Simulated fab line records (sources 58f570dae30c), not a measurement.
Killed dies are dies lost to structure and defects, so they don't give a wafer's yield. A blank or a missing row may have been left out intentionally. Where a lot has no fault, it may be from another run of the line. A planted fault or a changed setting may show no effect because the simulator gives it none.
The tool behind it: which one? + flow berkeley_cmos170 + 7 lots, 21 wafers sampled, at 2 steps of a route of 331

== WHAT THE GAUGES SHOWED, per wafer ==
UCB170_ACTIVE_THK_MEAS_06.
| lot  | measured    | on            | ACTIVE_NITRIDE_THK (nm) |
|------|-------------|---------------|-------------------------|
| L920 | day 4 21:26 | film_metro-02 | 218.2 218.9 218.9       |
| L922 | day 5 06:26 | film_metro-01 | 219.5 222.0 219.8       |
| L925 | day 5 17:10 | film_metro-01 | 218.1 218.4 219.4       |
| L927 | day 6 12:20 | film_metro-03 | 219.5 217.0 217.3       |
| L930 | day 7 07:33 | film_metro-01 | 436.4 437.6 438.7       |
| L932 | day 7 19:13 | film_metro-01 | 221.0 220.9 221.1       |
| L942 | day 9 11:11 | film_metro-03 | 221.4 219.4 221.1       |

== EACH LOT AND THE TOOL THAT RAN IT (in order: tool; ch and the chambers of the sampled wafers; start) ==
| lot  | UCB170_ACTIVE_CVD_05       |
|------|----------------------------|
| L920 | lpcvd-02 ch 0, day 4 19:31 |
| L922 | lpcvd-01 ch 0, day 5 04:31 |
| L925 | lpcvd-02 ch 0, day 5 15:11 |
| L927 | lpcvd-01 ch 0, day 6 10:23 |
| L930 | lpcvd-01 ch 1, day 7 03:32 |
| L932 | lpcvd-02 ch 0, day 7 17:16 |
| L942 | lpcvd-01 ch 1, day 9 09:15 |
- UCB170_ACTIVE_CVD_05: deposits Si3N4 from SiH2Cl2/NH3, target thk 220 nm, time 3300 s.

== THE ANSWER, worked out from the rows above alone ==
Rule: the lots themselves supply what counts as usual. Put in order of their means at a reading, lots are off if they are a third of the lots or fewer, leave a main group of 4 or more, and stand apart from it by a gap of 3 or more times the standard deviation of the main group's means; of several such gaps the widest counts. If all means in a main group match to the digits the tables above print for the reading, that group is not used. A lot without any number at a reading at which 4 lots or more have one is off too. The other lots that the step has rows for count as sound.
Off: at UCB170_ACTIVE_THK_MEAS_06 (ACTIVE_NITRIDE_THK), L930. Mean 219.6 nm and standard deviation 1.2 in the main group.
A tool fits if, at a process step before that reading, it ran every lot that is off, and no sound lot after the first of them. The gauges at UCB170_ACTIVE_THK_MEAS_06 are tried like those tools. Of those tried, none fits.

== WHAT WAS PUT IN BY THE SIMULATOR ==
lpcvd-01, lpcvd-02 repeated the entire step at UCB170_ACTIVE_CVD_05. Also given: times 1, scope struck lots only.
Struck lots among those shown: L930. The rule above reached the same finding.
